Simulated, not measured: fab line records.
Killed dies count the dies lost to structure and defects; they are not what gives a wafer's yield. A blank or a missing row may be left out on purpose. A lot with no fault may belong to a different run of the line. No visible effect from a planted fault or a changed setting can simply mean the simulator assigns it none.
Which tool did it? | flow berkeleyCmos170 | 14 lots with 42 wafers sampled at 2 steps, on a route of 331 steps

WHAT THE GAUGES SHOWED, per wafer
Not one reading of a measure or inspect step in the record can be checked against a usual standard deviation.

WHICH TOOL RAN EACH LOT (tool, then ch and the chambers of the sampled wafers, then the start)
lot  | UCB170_M3_COAT_05                | UCB170_M3_STRIP_07
L233 | lithoTrack-04 ch 0, day 9 01:22  | plasmaAsher-04 ch 0, day 9 01:40
L234 | lithoTrack-04 ch 0, day 9 13:30  | plasmaAsher-01 ch 1, day 9 13:47
L235 | lithoTrack-04 ch 0, day 9 15:40  | plasmaAsher-03 ch 0,1, day 9 16:00
L237 | lithoTrack-01 ch 0, day 10 04:26 | plasmaAsher-03 ch 0,1, day 10 04:44
L241 | lithoTrack-01 ch 0, day 10 14:29 | plasmaAsher-03 ch 0,1, day 10 14:47
L242 | lithoTrack-01 ch 0, day 11 07:12 | plasmaAsher-04 ch 0,1, day 11 07:30
L243 | lithoTrack-01 ch 0, day 11 08:31 | plasmaAsher-03 ch 0,1, day 11 08:49
L244 | lithoTrack-04 ch 0, day 11 09:49 | plasmaAsher-01 ch 0,1, day 11 10:07
L245 | lithoTrack-02 ch 0, day 12 01:20 | plasmaAsher-01 ch 0,1, day 12 01:38
L247 | lithoTrack-01 ch 0, day 12 01:53 | plasmaAsher-04 ch 0,1, day 12 02:11
L248 | lithoTrack-04 ch 0, day 12 13:32 | plasmaAsher-01 ch 0,1, day 12 13:49
L253 | lithoTrack-04 ch 0, day 13 02:51 | plasmaAsher-03 ch 0,1, day 13 03:09
L252 | lithoTrack-02 ch 0, day 13 05:47 | plasmaAsher-01 ch 0,1, day 13 06:05
L254 | lithoTrack-04 ch 0, day 13 06:24 | plasmaAsher-03 ch 0,1, day 13 06:40
- UCB170_M3_COAT_05: resist thk 900 nm.
- UCB170_M3_STRIP_07: strips in O2.

WHAT THE TOOLS THEMSELVES READ (means of the sampled wafers that have a number; where no wafer has one, the mark that the record gives instead)
UCB170_M3_COAT_05.
lot  | tool          | chillPlateTempC (C) | resistLineTempC (C) | spinSpeedRpm (rpm)
L233 | lithoTrack-04 | 23.00               | 22.91               | 1500.6
L234 | lithoTrack-04 | 23.06               | 23.13               | 1499.6
L235 | lithoTrack-04 | 23.03               | 23.06               | 1498.9
L237 | lithoTrack-01 | 22.85               | 23.03               | 1501.3
L241 | lithoTrack-01 | 23.00               | 23.14               | 1499.5
L242 | lithoTrack-01 | 23.03               | 23.09               | 1500.1
L243 | lithoTrack-01 | 22.97               | 23.07               | 1583.4
L244 | lithoTrack-04 | 23.06               | 22.93               | 1499.3
L245 | lithoTrack-02 | 23.00               | 23.02               | 1500.0
L247 | lithoTrack-01 | 22.97               | 22.99               | 1582.1
L248 | lithoTrack-04 | 23.12               | 23.03               | 1499.5
L253 | lithoTrack-04 | 22.87               | 23.10               | 1500.1
L252 | lithoTrack-02 | 23.15               | 23.14               | 1499.9
L254 | lithoTrack-04 | 23.00               | 23.00               | 1500.1

UCB170_M3_STRIP_07.
lot  | tool           | drypumpMotorCurrentA (A) | oesProductAu (a.u.) | stripTimeToEndpointS (s)
L233 | plasmaAsher-04 | 5.8                      | 0.736               | 21.97
L234 | plasmaAsher-01 | 5.6                      | 0.737               | 22.03
L235 | plasmaAsher-03 | 6.2                      | 0.736               | 21.92
L237 | plasmaAsher-03 | 6.4                      | 0.739               | 21.97
L241 | plasmaAsher-03 | 6.2                      | 0.736               | 21.91
L242 | plasmaAsher-04 | 5.8                      | 0.732               | 22.04
L243 | plasmaAsher-03 | 6.2                      | 0.732               | 21.47
L244 | plasmaAsher-01 | 6.0                      | 0.732               | 21.97
L245 | plasmaAsher-01 | 6.0                      | 0.733               | 22.01
L247 | plasmaAsher-04 | 5.8                      | 0.735               | 21.38
L248 | plasmaAsher-01 | 5.8                      | 0.738               | 22.11
L253 | plasmaAsher-03 | 6.5                      | 0.735               | 22.05
L252 | plasmaAsher-01 | 5.8                      | 0.726               | 22.06
L254 | plasmaAsher-03 | 6.5                      | 0.733               | 22.09

THE ANSWER, worked out from the rows above alone
Rule: the usual values come from the lots themselves. Put in order of their means at a reading, lots are off if they are a third of the lots or fewer, leave a main group of 4 or more, and stand apart from it by a gap of 3 or more times the standard deviation of the main group's means; of several such gaps the widest counts. The tables above print the reading to a certain number of digits; a main group whose means all agree to those digits is not used. Also off: a lot with no number at a reading for which 4 or more lots have one. The other lots that the step has rows for count as sound. The gauges are gone through in route order, then the tools' own readings, and for those a lot's mean is taken as printed above. The first step at which some lot is off is used, and at that step the reading that is off furthest; a lot without a number counts as furthest.
Off at UCB170_M3_COAT_05 (spinSpeedRpm): L243, L247. Mean 1499.9 rpm and standard deviation 0.6 in the main group.
A tool fits if, at that step or a process step before it, it ran every lot that is off, and no sound lot after the first of them. One fits: lithoTrack-01 at UCB170_M3_COAT_05. A fault onset in the window from L242 (day 11 07:12, its last sound lot) to L243 (day 11 08:31, its first lot off) fits.
The tool's own readings at UCB170_M3_COAT_05 bear it out: on the lots that are off they differ by more than 5 times the standard deviation of the sound lots' means. spinSpeedRpm reads 1582.8 rpm there against 1499.9 rpm on the sound lots.

WHAT THE SIMULATOR PUT IN
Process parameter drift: lithoTrack-01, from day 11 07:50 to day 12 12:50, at UCB170_M3_COAT_05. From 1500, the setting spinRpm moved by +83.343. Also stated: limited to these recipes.
Struck lots among those shown: L243, L247. The rule above reached the same finding.
